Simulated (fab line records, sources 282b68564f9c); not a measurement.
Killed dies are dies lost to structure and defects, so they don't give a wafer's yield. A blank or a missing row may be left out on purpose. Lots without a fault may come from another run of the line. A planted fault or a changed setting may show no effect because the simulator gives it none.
Which tool did it? | flow rit_cmos | 13 lots, 39 wafers sampled, at 3 steps of a route of 202

WHAT THE GAUGES READ, wafer by wafer
RIT_NLDD_TW_MEAS_10. Usual: NLDD_TW 2497, standard deviation 18.
lot  | measured    | on            | NLDD_TW                       | flag
L548 | day 3 00:38 | film_metro-03 | 2465 2472 2467                |
L549 | day 3 00:54 | film_metro-01 | 2490 2496 2494                |
L550 | day 3 08:55 | film_metro-04 | 2519 2527 2519                |
L551 | day 3 11:26 | film_metro-03 | 2489 2489 2464                |
L555 | day 4 11:04 | film_metro-03 | 2475 2467 2489                |
L556 | day 4 18:44 | film_metro-04 | 2384 2382 2386 2385 2380 2371 | OFF
L558 | day 5 00:22 | film_metro-04 | 2391 2403 2406 2421 2403 2409 | OFF
L560 | day 5 12:01 | film_metro-01 | 2506 2503 2504                |
L564 | day 6 05:20 | film_metro-03 | 2496 2495 2496                |
L565 | day 6 10:42 | film_metro-04 | 2515 2520 2512                |
L568 | day 7 04:07 | film_metro-01 | 2493 2489 2506                |
L570 | day 7 23:36 | film_metro-04 | 2516 2516 2520                |
L571 | day 8 04:25 | film_metro-04 | 2520 2507 2519                |

RIT_SDANNEAL_RS_MEAS_07: measures by four-point-probe. Usual: NLDD_RS 151.6 ohm/sq, standard deviation 0.5.
lot  | measured    | on            | NLDD_RS (ohm/sq)                    | flag
L548 | day 3 08:41 | film_metro-03 | 150.7 151.1 151.0                   |
L549 | day 3 10:01 | film_metro-03 | 151.0 151.1 150.6                   |
L550 | day 3 16:40 | film_metro-01 | 151.1 151.6 150.8                   |
L551 | day 3 19:12 | film_metro-03 | 151.5 152.0 151.6                   |
L555 | day 4 20:02 | film_metro-04 | 151.5 151.2 151.2                   |
L556 | day 5 10:23 | film_metro-04 | 154.8 154.4 153.8 154.8 154.7 153.9 | OFF
L558 | day 5 12:10 | film_metro-03 | 154.7 154.2 154.7 154.4 154.5 154.8 | OFF
L560 | day 5 19:49 | film_metro-01 | 151.9 152.2 151.7                   |
L564 | day 6 15:07 | film_metro-01 | 150.2 150.9 151.5                   |
L565 | day 6 18:43 | film_metro-01 | 151.8 151.8 151.9                   |
L568 | day 7 12:07 | film_metro-04 | 151.7 152.3 152.1                   |
L570 | day 8 07:32 | film_metro-01 | 151.2 151.3 151.3                   |
L571 | day 8 12:16 | film_metro-01 | 152.7 152.3 152.9                   |

WHICH TOOL RAN EACH LOT (tool, then ch and the chambers of the sampled wafers, then the start)
lot  | RIT_NLDD_IMPLANT_08
L548 | implanter-04 ch 0, day 3 00:19
L549 | implanter-02 ch 0, day 3 00:35
L550 | implanter-03 ch 0, day 3 08:38
L551 | implanter-02 ch 0, day 3 11:07
L555 | implanter-02 ch 0, day 4 10:44
L556 | implanter-04 ch 0, day 4 18:27
L558 | implanter-04 ch 0, day 5 00:03
L560 | implanter-02 ch 0, day 5 11:43
L564 | implanter-02 ch 0, day 6 05:01
L565 | implanter-02 ch 0, day 6 10:22
L568 | implanter-03 ch 0, day 7 03:49
L570 | implanter-02 ch 0, day 7 23:16
L571 | implanter-02 ch 0, day 8 04:05
- RIT_NLDD_IMPLANT_08

WHAT THE TOOLS THEMSELVES READ (means of the sampled wafers that have a number; where no wafer has one, the mark that the record gives instead)
RIT_NLDD_IMPLANT_08. Usual: beam_energy_keV 20.000, standard deviation 0.0062.
lot  | tool         | beam_energy_keV | flag
L548 | implanter-04 | 20.008          |
L549 | implanter-02 | 19.995          |
L550 | implanter-03 | 20.001          |
L551 | implanter-02 | 20.005          |
L555 | implanter-02 | 19.999          |
L556 | implanter-04 | 16.918          | OFF
L558 | implanter-04 | 16.919          | OFF
L560 | implanter-02 | 19.993          |
L564 | implanter-02 | 20.000          |
L565 | implanter-02 | 20.000          |
L568 | implanter-03 | 20.005          |
L570 | implanter-02 | 19.996          |
L571 | implanter-02 | 19.998          |

THE ANSWER, worked out from the rows above alone
Rule: a lot is off if the mean of its wafers that have a number lies more than 3 standard deviations from the usual mean. A lot without any number at a reading at which 4 lots or more have one is off too. The other lots that the step has rows for count as sound. The gauges are gone through in route order, then the tools' own readings, and for those a lot's mean is taken as printed above. The first step at which some lot is off is used, and at that step the reading that is off furthest; a lot without a number counts as furthest.
Off: L556, L558, at RIT_NLDD_TW_MEAS_10 (NLDD_TW).
A tool fits if, at a process step before that reading, it ran every lot that is off, and no sound lot after the first of them. The gauges at RIT_NLDD_TW_MEAS_10 aren't tried: what is off there is off at RIT_NLDD_IMPLANT_08 too, on other tools, and a gauge's error can't cause that. One fits: implanter-04 at RIT_NLDD_IMPLANT_08. Its last sound lot is L548 (day 3 00:19), its first lot that is off L556 (day 4 18:27): a fault that began between those two fits.
The tool's own readings at RIT_NLDD_IMPLANT_08 bear it out: on the lots that are off they differ by more than 5 times the standard deviation of the sound lots' means. beam_energy_keV reads 16.919 there against 20.000 on the sound lots.

WHAT THE SIMULATOR HAD PUT IN
Process parameter drift: implanter-04, from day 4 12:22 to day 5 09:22, at RIT_NLDD_IMPLANT_08. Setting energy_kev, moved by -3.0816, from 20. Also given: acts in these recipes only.
Lots struck among those shown: L556, L558. The rule above found the same.
